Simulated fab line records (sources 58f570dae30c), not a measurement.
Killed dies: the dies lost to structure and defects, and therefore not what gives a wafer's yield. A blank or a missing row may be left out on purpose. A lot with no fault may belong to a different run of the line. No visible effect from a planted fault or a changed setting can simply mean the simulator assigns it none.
fab line records	flow berkeleyCmos170
record lots=5	wafers=23
route steps=331 shown SPACER@171 PSD@179 NSD@188 BACKSIDE@202 SDANNEAL@204 PLDD@208 M1@238 V1@264
startH: hours from the record's first day to the start of the lot's first wafer shown	waitH: hours from the lot's prior step to this one	" identical to the entry in the row above	L1.1+2: a single row standing in for several wafers	- either no value or no given start	* or withheld: withheld	< > ~ a bound
route shown NAME@n: a module of which the file shows steps, and the number in the route of the first	usual: mean and standard deviation over wafers with no fault	same: alike in all rows	chamber/n: place in a boat	sites: each site's reading	_std_site: standard deviation across them	_edge_site: inner sites' mean taken away from outer sites' mean	radiusMm: for every site, how far away it sits from the centre of the wafer	mask NAME#n: copy n	behind: tool/chamber where the wafer was last shaped	hold: cause of the lot's hold/its duration in hours/its outcome	device: the transistor (n, p or np) that didn't switch	end of line: tests run on the same wafers once the route is complete	for a step that has no rows: nothing shown but its recipe	killed: not the wafer's yield, but the dies lost to structure and defects at the first sort	map: the dies of a wafer, with x for killed, . for not killed, _ for no die there
set.NAME: the setting that was run; set.NAME@STEP: the one run at that earlier step	model.NAME: the simulator's own value behind a step, which no gauge read
lots run with intentionally changed settings; tables by step, rows by wafer
## steps
# step UCB170_SPACER_CVD_00
# recipe material=SiO2	targetThkNm=376	tempC=390	precursor=TEOS/O2	timeS=47	rfW=550	pressureMtorr=9000
lot.wafer	tool	chamber	startH	waitH	set.timeS	model.SiO2_of_SPACER_CVD_00.thkNm
L075.1	pecvd-03	0	158.52	0.0	51.5	406.8
L075.2	"	1	"	"	47	376.1
L075.3	"	2	"	"	51.5	410.2
L075.4	"	2	"	"	47	378.6
L075.6	"	0	"	"	47	373
L076.2	pecvd-01	0	167.56	0.0	47	374.7
L076.3	"	2	"	"	47	375
L076.4	"	2	"	"	42.78	340.7
L076.5	"	0	"	"	47	376.3
L076.6	"	1	"	"	42.78	338.8
L078.2	pecvd-03	0	180.12	0.0	49.15	384.5
L078.3	"	2	"	"	47	374.3
L078.4	"	1	"	"	49.15	399.2
L078.5	"	2	"	"	47	376.9
L078.6	"	0	"	"	49.15	393.1
L081.1	pecvd-01	1	202.47	0.0	47	368.8
L081.3	"	2	"	"	47	371.4
L081.4	"	0	"	"	47	382.8
L084.1	pecvd-03	0	214.03	0.0	47	375.3
L084.2	"	2	"	"	47	374.2
L084.3	"	1	"	"	47	374.8
L084.5	"	1	"	"	47	381.9
L084.6	"	0	"	"	47	373.1
# step UCB170_SPACER_THK_MEAS_01
# recipe reads=SiO2_of_SPACER_CVD_00
# usual SPACER_TEOS_THK=375/4.8
lot.wafer	tool	chamber	startH	waitH	set.timeS@SPACER_CVD_00	SPACER_TEOS_THK[nm]
L075.1	filmMetro-01	-	158.56	0.0	51.5	406
L075.2	"	-	"	"	47	376
L075.3	"	-	"	"	51.5	410
L075.4	"	-	"	"	47	379
L075.6	"	-	"	"	47	373
L076.2	filmMetro-02	-	167.61	0.0	47	375
L076.3	"	-	"	"	47	375
L076.4	"	-	"	"	42.78	341
L076.5	"	-	"	"	47	376
L076.6	"	-	"	"	42.78	339
L078.2	filmMetro-03	-	180.17	0.0	49.15	385
L078.3	"	-	"	"	47	375
L078.4	"	-	"	"	49.15	399
L078.5	"	-	"	"	47	377
L078.6	"	-	"	"	49.15	393
L081.1	filmMetro-01	-	202.51	0.0	47	369
L081.3	"	-	"	"	47	371
L081.4	"	-	"	"	47	383
L084.1	filmMetro-03	-	214.07	0.0	47	375
L084.2	"	-	"	"	47	374
L084.3	"	-	"	"	47	375
L084.5	"	-	"	"	47	382
L084.6	"	-	"	"	47	373
# step UCB170_SPACER_ANNEAL_02
# recipe tempC=902.5	timeS=1800	ambient=N2
# step UCB170_SPACER_ETCHBACK_03
# recipe stopOn=Si	target=SiO2	chemistry=CHF3/CF4/Ar	CHF3_flow_sccm=50	cf4FlowSccm=10	Ar_flow_sccm=120	pressureMtorr=200	rfW=500	targetDepthA=3760	timeS=100
# usual oesProductAu=0.898/0.016
lot.wafer	tool	chamber	startH	waitH	set.timeS@SPACER_CVD_00	oesProductAu
L075.1	rieDiel-04	0	166.61	0.0	51.5	0.957
L075.2	"	2	"	"	47	0.882
L075.3	"	3	"	"	51.5	0.961
L075.4	"	1	"	"	47	0.926
L075.6	"	0	"	"	47	0.899
L076.2	rieDiel-04	0	175.16	0.0	47	0.905
L076.3	"	1	"	"	47	0.915
L076.4	"	3	"	"	42.78	0.843
L076.5	"	0	"	"	47	0.899
L076.6	"	1	"	"	42.78	0.849
L078.2	rieDiel-01	3	187.88	0.0	49.15	0.895
L078.3	"	1	"	"	47	0.889
L078.4	"	0	"	"	49.15	0.933
L078.5	"	3	"	"	47	0.892
L078.6	"	0	"	"	49.15	0.913
L081.1	rieDiel-01	3	208.73	0.0	47	0.876
L081.3	"	2	"	"	47	0.891
L081.4	"	0	"	"	47	0.902
L084.1	rieDiel-02	0	218.56	0.0	47	0.886
L084.2	"	3	"	"	47	0.906
L084.3	"	2	"	"	47	0.894
L084.5	"	0	"	"	47	0.903
L084.6	"	3	"	"	47	0.902
# step UCB170_PSD_PEB_04
# recipe pebTempC=130	pebTimeS=withheld	resist=KrF
lot.wafer	tool	chamber	startH	waitH	set.pebTempC
L075.1+2+3	lithoTrack-04	0	167.45	0.1	130
L075.4+6	"	0	"	"	132.8
L076.2+3+6	lithoTrack-02	0	176.16	0.4	133.6
L076.4+5	"	0	"	"	130
L078.2+3+6	lithoTrack-04	0	189.52	0.5	130
L078.4+5	"	0	"	"	127.8
L081.1+3+4	lithoTrack-04	0	209.52	0.1	130
L084.1+2+3	lithoTrack-02	0	219.20	0.1	131.4
L084.5+6	"	0	"	"	130
# step UCB170_PSD_DEVELOP_05
# recipe developer=TMAH	developTimeS=45	resist=KrF	devTempC=21
# step UCB170_PSD_CD_MEAS_06
# recipe targetCdNm=1200
# usual cdNm=1200.1/1.6
lot.wafer	tool	chamber	startH	waitH	set.pebTempC@PSD_PEB_04	cdNm
L075.1	cdSem-02	-	167.73	-	130	1201.9
L075.2	"	-	"	"	130	1202.4
L075.3	"	-	"	"	130	1201.7
L075.4	"	-	"	"	132.8	1216.9
L075.6	"	-	"	"	132.8	1218.4
L076.2	cdSem-01	-	176.43	-	133.6	1218.7
L076.3	"	-	"	"	133.6	1219.3
L076.4	"	-	"	"	130	1198.1
L076.5	"	-	"	"	130	1198.2
L076.6	"	-	"	"	133.6	1219.6
L078.2	cdSem-01	-	189.79	-	130	1201.9
L078.3	"	-	"	"	130	1203.0
L078.4	"	-	"	"	127.8	1185.5
L078.5	"	-	"	"	127.8	1184.6
L078.6	"	-	"	"	130	1202.5
L081.1	cdSem-01	-	209.80	-	130	1199.5
L081.3	"	-	"	"	130	1199.6
L081.4	"	-	"	"	130	1197.6
L084.1	cdSem-01	-	219.47	-	131.4	1209.9
L084.2	"	-	"	"	131.4	1210.0
L084.3	"	-	"	"	131.4	1209.6
L084.5	"	-	"	"	130	1201.0
L084.6	"	-	"	"	130	1201.8
# step UCB170_NSD_COAT_01
# recipe resist=KrF	spinRpm=1500	resistThkNm=900
lot.wafer	tool	chamber	startH	waitH	set.resistThkNm	model.KrF_of_NSD_COAT_01.thkNm
L075.1	lithoTrack-04	0	168.66	0.1	881.2	876.7
L075.2	"	0	"	"	900	897.2
L075.3	"	0	"	"	900	897.5
L075.4	"	0	"	"	881.2	875.3
L075.6	"	0	"	"	900	895.9
L076.2	lithoTrack-04	0	177.41	0.1	900	897.2
L076.3	"	0	"	"	951.6	950.2
L076.4	"	0	"	"	951.6	953.3
L076.5	"	0	"	"	900	900.6
L076.6	"	0	"	"	951.6	954
L078.2	lithoTrack-03	0	190.60	0.1	900	899.7
L078.3	"	0	"	"	900	900.5
L078.4	"	0	"	"	900	898.5
L078.5	"	0	"	"	900	901.6
L078.6	"	0	"	"	900	901.4
L081.1	lithoTrack-03	0	210.89	0.1	900	899
L081.3	"	0	"	"	900	901.2
L081.4	"	0	"	"	900	900.4
L084.1	lithoTrack-03	0	220.97	0.1	900	900
L084.2	"	0	"	"	900	899.7
L084.3	"	0	"	"	874.2	874.3
L084.5	"	0	"	"	874.2	876
L084.6	"	0	"	"	874.2	872.3
# step UCB170_NSD_SOFTBAKE_02
# recipe resist=KrF	tempC=130	timeS=60
# step UCB170_NSD_EXPOSE_03
# recipe maskId=NSELECT_MOD	na=0.5	sigmaOuter=0.6	sourceShape=conventional	targetCdNm=1200	doseMj=29.39
# step UCB170_NSD_IMPLANT_08
# recipe species=P	doseCm2=3e+15	energyKev=40	tiltDeg=7
# step UCB170_NSD_STRIP_09
# recipe chemistry=O2	powerW=400	pressureMtorr=3500	platenTempC=withheld	o2FlowSccm=400	overashFraction=0.5
# usual stripTimeToEndpointS=35.80/0.071
lot.wafer	tool	chamber	startH	waitH	set.resistThkNm@NSD_COAT_01	stripTimeToEndpointS
L075.1	plasmaAsher-04	1	169.79	0.1	881.2	35.31
L075.2	"	0	"	"	900	35.78
L075.3	"	0	"	"	900	35.78
L075.4	"	1	"	"	881.2	35.23
L075.6	"	1	"	"	900	35.72
L076.2	plasmaAsher-02	0	178.63	0.1	900	35.77
L076.3	"	1	"	"	951.6	37.05
L076.4	"	0	"	"	951.6	37.11
L076.5	"	1	"	"	900	35.83
L076.6	"	0	"	"	951.6	37.15
L078.2	plasmaAsher-04	1	191.70	0.1	900	35.73
L078.3	"	0	"	"	900	35.69
L078.4	"	1	"	"	900	35.68
L078.5	"	1	"	"	900	35.76
L078.6	"	0	"	"	900	35.76
L081.1	plasmaAsher-04	0	211.89	0.1	900	35.74
L081.3	"	0	"	"	900	35.77
L081.4	"	1	"	"	900	35.71
L084.1	plasmaAsher-01	0	222.46	0.1	900	35.84
L084.2	"	1	"	"	900	35.81
L084.3	"	1	"	"	874.2	35.24
L084.5	"	0	"	"	874.2	35.28
L084.6	"	1	"	"	874.2	35.20
# step UCB170_BACKSIDE_STRIP_03
# recipe chemistry=O2	powerW=400	pressureMtorr=3500	platenTempC=withheld	o2FlowSccm=400	overashFraction=0.5
# usual oesProductAu=0.735/0.005	stripTimeToEndpointS=21.96/0.078
lot.wafer	tool	chamber	startH	waitH	set.powerW	oesProductAu	stripTimeToEndpointS
L075.1	plasmaAsher-01	0	170.78	0.1	372.7	0.715	23.14
L075.2	"	1	"	"	400	0.733	21.88
L075.3	"	0	"	"	372.7	0.702	23.09
L075.4	"	1	"	"	372.7	0.705	23.19
L075.6	"	0	"	"	400	0.735	21.97
L076.2	plasmaAsher-04	0	179.66	0.1	400	0.728	21.86
L076.3	"	0	"	"	361.7	0.689	23.49
L076.4	"	1	"	"	361.7	0.702	23.61
L076.5	"	1	"	"	400	0.735	21.80
L076.6	"	0	"	"	400	0.741	21.87
L078.2	plasmaAsher-01	0	192.58	0.1	400	0.732	22.05
L078.3	"	0	"	"	444.6	0.782	20.34
L078.4	"	1	"	"	400	0.735	22.04
L078.5	"	1	"	"	444.6	0.780	20.34
L078.6	"	0	"	"	444.6	0.772	20.36
L081.1	plasmaAsher-01	1	214.65	0.1	400	0.729	21.86
L081.3	"	1	"	"	400	0.731	21.82
L081.4	"	0	"	"	400	0.737	21.93
L084.1	plasmaAsher-04	0	223.34	0.1	400	0.740	22.05
L084.2	"	1	"	"	386.3	0.721	22.68
L084.3	"	0	"	"	386.3	0.717	22.64
L084.5	"	1	"	"	386.3	0.728	22.68
L084.6	"	0	"	"	400	0.735	22.02
# step UCB170_BACKSIDE_CLEAN_04
# recipe chemistry=SPM	tempC=120	timeS=600
# step UCB170_SDANNEAL_RTA_00
# recipe tempC=900	timeS=10	ambient=N2
# step UCB170_SDANNEAL_RS_MEAS_04
# recipe thkMeasGauge=four-point-probe
# usual PLDD_RS=1022.2/2.2
lot.wafer	tool	chamber	startH	waitH	set.doseCm2@PLDD_IMPLANT_09	PLDD_RS[ohm/sq]
L075.1	filmMetro-02	-	171.46	0.1	5e+13	1021.3
L075.2	"	-	"	"	5e+13	1022.5
L075.3	"	-	"	"	4.703e+13	1045.0
L075.4	"	-	"	"	4.703e+13	1046.6
L075.6	"	-	"	"	5e+13	1021.1
L076.2	filmMetro-02	-	180.33	0.1	5.197e+13	1011.3
L076.3	"	-	"	"	5e+13	1026.5
L076.4	"	-	"	"	5e+13	1022.0
L076.5	"	-	"	"	5e+13	1026.5
L076.6	"	-	"	"	5.197e+13	1009.0
L078.2	filmMetro-02	-	193.24	0.1	5e+13	1024.0
L078.3	"	-	"	"	5.156e+13	1009.7
L078.4	"	-	"	"	5e+13	1024.3
L078.5	"	-	"	"	5e+13	1021.0
L078.6	"	-	"	"	5.156e+13	1012.4
L081.1	filmMetro-02	-	215.29	0.1	5e+13	1023.6
L081.3	"	-	"	"	5e+13	1022.4
L081.4	"	-	"	"	5e+13	1025.6
L084.1	filmMetro-02	-	224.02	0.1	5e+13	1023.5
L084.2	"	-	"	"	5e+13	1025.7
L084.3	"	-	"	"	4.903e+13	1029.9
L084.5	"	-	"	"	5e+13	1022.6
L084.6	"	-	"	"	4.903e+13	1028.6
# step UCB170_M1_SPUTTER_00
# recipe material=Al	targetThkNm=600	timeS=80	powerW=6000	chamberPressurePa=0.5
lot.wafer	tool	chamber	startH	waitH	set.timeS	model.Al_of_M1_SPUTTER_00.thkNm
L075.1	pvdSputter-02	-	176.73	0.0	80	611.2
L075.2	"	-	"	"	75.04	572.3
L075.3	"	-	"	"	80	607.4
L075.4	"	-	"	"	75.04	567.5
L075.6	"	-	"	"	80	607.5
L076.2	pvdSputter-02	-	187.51	0.0	80	613.7
L076.3	"	-	"	"	83.85	634.1
L076.4	"	-	"	"	80	609.8
L076.5	"	-	"	"	83.85	638.8
L076.6	"	-	"	"	80	615
L078.2	pvdSputter-01	-	198.26	0.0	89.68	683.3
L078.3	"	-	"	"	80	606.5
L078.4	"	-	"	"	80	610.6
L078.5	"	-	"	"	89.68	674.9
L078.6	"	-	"	"	89.68	681.6
L081.1	pvdSputter-01	-	222.73	0.0	80	595.5
L081.3	"	-	"	"	80	595.1
L081.4	"	-	"	"	80	599.8
L084.1	pvdSputter-01	-	229.52	0.0	80	612.2
L084.2	"	-	"	"	80	603
L084.3	"	-	"	"	88.28	663.5
L084.5	"	-	"	"	80	601.6
L084.6	"	-	"	"	88.28	665.8
# step UCB170_M1_RS_MEAS_01
# recipe thkMeasGauge=four-point-probe	reads=Al_of_M1_SPUTTER_00
# usual M1_AL_RS=0.0483/0.0005
lot.wafer	tool	chamber	startH	waitH	set.timeS@M1_SPUTTER_00	M1_AL_RS[ohm/sq]
L075.1	filmMetro-03	-	176.79	0.0	80	0.0476
L075.2	"	-	"	"	75.04	0.0509
L075.3	"	-	"	"	80	0.0479
L075.4	"	-	"	"	75.04	0.0513
L075.6	"	-	"	"	80	0.0479
L076.2	filmMetro-02	-	187.59	0.1	80	0.0475
L076.3	"	-	"	"	83.85	0.0459
L076.4	"	-	"	"	80	0.0478
L076.5	"	-	"	"	83.85	0.0455
L076.6	"	-	"	"	80	0.0474
L078.2	filmMetro-03	-	198.34	0.1	89.68	0.0424
L078.3	"	-	"	"	80	0.0479
L078.4	"	-	"	"	80	0.0477
L078.5	"	-	"	"	89.68	0.0430
L078.6	"	-	"	"	89.68	0.0425
L081.1	filmMetro-02	-	222.79	0.0	80	0.0490
L081.3	"	-	"	"	80	0.0490
L081.4	"	-	"	"	80	0.0487
L084.1	filmMetro-02	-	229.58	0.0	80	0.0476
L084.2	"	-	"	"	80	0.0484
L084.3	"	-	"	"	88.28	0.0439
L084.5	"	-	"	"	80	0.0484
L084.6	"	-	"	"	88.28	0.0437
# step UCB170_M1_THK_MEAS_02
# recipe thkMeasGauge=xrf	reads=Al_of_M1_SPUTTER_00
# usual M1_AL_THK=598/5.8
lot.wafer	tool	chamber	startH	waitH	set.timeS@M1_SPUTTER_00	M1_AL_THK[nm]
L075.1	filmMetro-03	-	176.91	0.1	80	606
L075.2	"	-	"	"	75.04	568
L075.3	"	-	"	"	80	599
L075.4	"	-	"	"	75.04	560
L075.6	"	-	"	"	80	599
L076.2	filmMetro-02	-	187.70	0.1	80	606
L076.3	"	-	"	"	83.85	626
L076.4	"	-	"	"	80	604
L076.5	"	-	"	"	83.85	633
L076.6	"	-	"	"	80	609
L078.2	filmMetro-03	-	198.45	0.1	89.68	675
L078.3	"	-	"	"	80	603
L078.4	"	-	"	"	80	604
L078.5	"	-	"	"	89.68	668
L078.6	"	-	"	"	89.68	673
L081.1	filmMetro-02	-	222.91	0.1	80	587
L081.3	"	-	"	"	80	592
L081.4	"	-	"	"	80	596
L084.1	filmMetro-02	-	229.70	0.1	80	603
L084.2	"	-	"	"	80	596
L084.3	"	-	"	"	88.28	656
L084.5	"	-	"	"	80	599
L084.6	"	-	"	"	88.28	661
# step UCB170_M1_COAT_03
# recipe resist=BARC	tempC=withheld	timeS=withheld	spinRpm=3000	resistThkNm=withheld
# step UCB170_M1_COAT_04
# recipe resist=KrF	spinRpm=1500	resistThkNm=900
# step UCB170_M1_ETCH_11
# recipe chemistry=N2/H2	targetDepthA=withheld	overetchA=withheld	target=BARC	timeS=withheld	sourceW=500	biasW=100	pressureMtorr=30	n2FlowSccm=100	h2FlowSccm=200
# step UCB170_M1_METAL_ETCH_12
# recipe chemistry=Cl2/BCl3	target=Al	stopOn=PSG	pressureMtorr=12	targetDepthA=7800	overEtchFrac=0.3	timeS=130	icpW=600	biasW=120	Cl2_flow_sccm=90	bcl3FlowSccm=45
# usual oesProductAu=0.862/0.013
lot.wafer	tool	chamber	startH	waitH	set.timeS@M1_SPUTTER_00	oesProductAu
L075.1	rieMetal-02	1	178.16	-	80	0.857
L075.2	"	0	"	"	75.04	0.860
L075.3	"	1	"	"	80	0.865
L075.4	"	0	"	"	75.04	0.850
L075.6	"	0	"	"	80	0.888
L076.2	rieMetal-01	0	189.80	-	80	0.867
L076.3	"	0	"	"	83.85	0.884
L076.4	"	0	"	"	80	0.870
L076.5	"	0	"	"	83.85	0.885
L076.6	"	0	"	"	80	0.863
L078.2	rieMetal-01	1	199.54	-	89.68	0.914
L078.3	"	0	"	"	80	0.868
L078.4	"	1	"	"	80	0.856
L078.5	"	0	"	"	89.68	0.921
L078.6	"	1	"	"	89.68	0.911
L081.1	rieMetal-03	1	224.17	-	80	0.848
L081.3	"	1	"	"	80	0.848
L081.4	"	0	"	"	80	0.869
L084.1	rieMetal-03	0	231.00	-	80	0.883
L084.2	"	1	"	"	80	0.844
L084.3	"	0	"	"	88.28	0.917
L084.5	"	1	"	"	80	0.857
L084.6	"	0	"	"	88.28	0.923
# step UCB170_V1_PEB_10
# recipe pebTempC=130	pebTimeS=withheld	resist=KrF
lot.wafer	tool	chamber	startH	waitH	set.pebTempC
L075.1+2	lithoTrack-04	0	181.41	0.1	133.7
L075.3+4+6	"	0	"	"	130
L076.2+3+5	lithoTrack-01	0	194.59	0.1	132.2
L076.4+6	"	0	"	"	130
L078.2+3+6	lithoTrack-03	0	202.81	0.1	130
L078.4+5	"	0	"	"	132.3
L081.1+3+4	lithoTrack-01	0	228.29	0.5	130
L084.1+2	lithoTrack-01	0	234.25	0.1	130
L084.3+5+6	"	0	"	"	126.1
# step UCB170_V1_DEVELOP_11
# recipe developer=TMAH	developTimeS=45	resist=KrF	devTempC=21
# step UCB170_V1_CD_MEAS_12
# recipe targetCdNm=700
# usual cdNm=699.8/1.2
lot.wafer	tool	chamber	startH	waitH	set.pebTempC@V1_PEB_10	cdNm
L075.1	cdSem-01	-	181.68	-	133.7	719.0
L075.2	"	-	"	"	133.7	719.9
L075.3	"	-	"	"	130	698.9
L075.4	"	-	"	"	130	698.0
L075.6	"	-	"	"	130	698.2
L076.2	cdSem-02	-	194.86	-	132.2	713.0
L076.3	"	-	"	"	132.2	713.7
L076.4	"	-	"	"	130	700.1
L076.5	"	-	"	"	132.2	713.3
L076.6	"	-	"	"	130	699.8
L078.2	cdSem-02	-	203.08	-	130	697.9
L078.3	"	-	"	"	130	697.8
L078.4	"	-	"	"	132.3	711.9
L078.5	"	-	"	"	132.3	711.6
L078.6	"	-	"	"	130	699.3
L081.1	cdSem-01	-	228.56	-	130	701.9
L081.3	"	-	"	"	130	701.0
L081.4	"	-	"	"	130	701.0
L084.1	cdSem-01	-	234.52	-	130	700.9
L084.2	"	-	"	"	130	700.6
L084.3	"	-	"	"	126.1	670.9
L084.5	"	-	"	"	126.1	669.2
L084.6	"	-	"	"	126.1	670.6
# step UCB170_V1_ETCH_14
# recipe chemistry=CHF3/CF4/Ar	target=SiO2	stopOn=Al	CHF3_flow_sccm=45	cf4FlowSccm=15	Ar_flow_sccm=150	pressureMtorr=200	rfW=700	targetDepthA=12500	overEtchFrac=0.25	timeS=291
lot.wafer	tool	chamber	startH	waitH	set.pebTempC@V1_PEB_10	model.V1.cdNm
L075.1	rieDiel-01	2	181.84	0.0	133.7	719.1
L075.2	"	3	"	"	133.7	719.3
L075.3	"	1	"	"	130	700.2
L075.4	"	0	"	"	130	699.1
L075.6	"	1	"	"	130	699
L076.2	rieDiel-04	1	195.00	0.0	132.2	711.2
L076.3	"	0	"	"	132.2	714.5
L076.4	"	3	"	"	130	700.8
L076.5	"	1	"	"	132.2	711.7
L076.6	"	2	"	"	130	700.1
L078.2	rieDiel-04	2	203.22	0.0	130	699.1
L078.3	"	3	"	"	130	698.6
L078.4	"	0	"	"	132.3	712.7
L078.5	"	1	"	"	132.3	710.2
L078.6	"	2	"	"	130	700.4
L081.1	rieDiel-03	0	228.72	0.0	130	700.9
L081.3	"	3	"	"	130	700
L081.4	"	2	"	"	130	699.3
L084.1	rieDiel-01	2	234.68	0.0	130	700.1
L084.2	"	3	"	"	130	698.9
L084.3	"	1	"	"	126.1	671.1
L084.5	"	3	"	"	126.1	668.6
L084.6	"	2	"	"	126.1	670.2
# step UCB170_V1_STRIP_15
# recipe chemistry=O2	powerW=400	pressureMtorr=3500	platenTempC=withheld	o2FlowSccm=400	overashFraction=0.5
# step UCB170_V1_CD_MEAS_90
# recipe targetCdNm=700
# usual cdNm=699.6/1.2
lot.wafer	tool	chamber	startH	waitH	set.pebTempC@V1_PEB_10	cdNm
L075.1	cdSem-02	-	182.12	0.1	133.7	719.4
L075.2	"	-	"	"	133.7	719.4
L075.3	"	-	"	"	130	700.3
L075.4	"	-	"	"	130	699.3
L075.6	"	-	"	"	130	699.0
L076.2	cdSem-02	-	195.30	0.1	132.2	711.2
L076.3	"	-	"	"	132.2	714.4
L076.4	"	-	"	"	130	700.6
L076.5	"	-	"	"	132.2	711.2
L076.6	"	-	"	"	130	700.3
L078.2	cdSem-02	-	203.51	0.1	130	699.3
L078.3	"	-	"	"	130	698.6
L078.4	"	-	"	"	132.3	712.6
L078.5	"	-	"	"	132.3	710.3
L078.6	"	-	"	"	130	700.7
L081.1	cdSem-01	-	229.00	0.1	130	700.8
L081.3	"	-	"	"	130	700.0
L081.4	"	-	"	"	130	699.3
L084.1	cdSem-02	-	234.96	0.1	130	699.9
L084.2	"	-	"	"	130	699.0
L084.3	"	-	"	"	126.1	671.1
L084.5	"	-	"	"	126.1	668.5
L084.6	"	-	"	"	126.1	670.5
## key
split step=UCB170_SPACER_CVD_00	setting=timeS	stated=47	by=wafer
response step=UCB170_SPACER_CVD_00	reading=model.SiO2_of_SPACER_CVD_00.thkNm	change=+3.66	per=1%	r=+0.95
response step=UCB170_SPACER_THK_MEAS_01	reading=SPACER_TEOS_THK	change=+3.66	per=1%	r=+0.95
response step=UCB170_SPACER_ETCHBACK_03	reading=oesProductAu	change=+0.00617	per=1%	r=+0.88
split step=UCB170_PSD_PEB_04	setting=pebTempC	stated=130	by=wafer
response step=UCB170_PSD_CD_MEAS_06	reading=cdNm	change=+8	per=1%	r=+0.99
split step=UCB170_NSD_COAT_01	setting=resistThkNm	stated=900	by=wafer
response step=UCB170_NSD_COAT_01	reading=model.KrF_of_NSD_COAT_01.thkNm	change=+9.34	per=1%	r=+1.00
response step=UCB170_NSD_STRIP_09	reading=stripTimeToEndpointS	change=*	per=1%	r=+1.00
split step=UCB170_BACKSIDE_STRIP_03	setting=powerW	stated=400	by=wafer
response step=UCB170_BACKSIDE_STRIP_03	reading=oesProductAu	change=+0.00402	per=1%	r=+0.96
response step=UCB170_BACKSIDE_STRIP_03	reading=stripTimeToEndpointS	change=*	per=1%	r=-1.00
split step=UCB170_M1_SPUTTER_00	setting=timeS	stated=80	by=wafer
response step=UCB170_M1_SPUTTER_00	reading=model.Al_of_M1_SPUTTER_00.thkNm	change=+5.8	per=1%	r=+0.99
response step=UCB170_M1_RS_MEAS_01	reading=M1_AL_RS	change=-0.000435	per=1%	r=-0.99
response step=UCB170_M1_THK_MEAS_02	reading=M1_AL_THK	change=+5.65	per=1%	r=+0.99
response step=UCB170_M1_METAL_ETCH_12	reading=oesProductAu	change=+0.00455	per=1%	r=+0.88
split step=UCB170_V1_PEB_10	setting=pebTempC	stated=130	by=wafer
response step=UCB170_V1_CD_MEAS_12	reading=cdNm	change=+8.57	per=1%	r=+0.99
response step=UCB170_V1_ETCH_14	reading=model.V1.cdNm	change=+8.08	per=1%	r=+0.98
response step=UCB170_V1_CD_MEAS_90	reading=cdNm	change=+8.04	per=1%	r=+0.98
split outsideThisFile step=UCB170_PLDD_IMPLANT_09 setting=doseCm2
# split outsideThisFile: this setting was split too, and the file shows its column; the key of that split is in another file
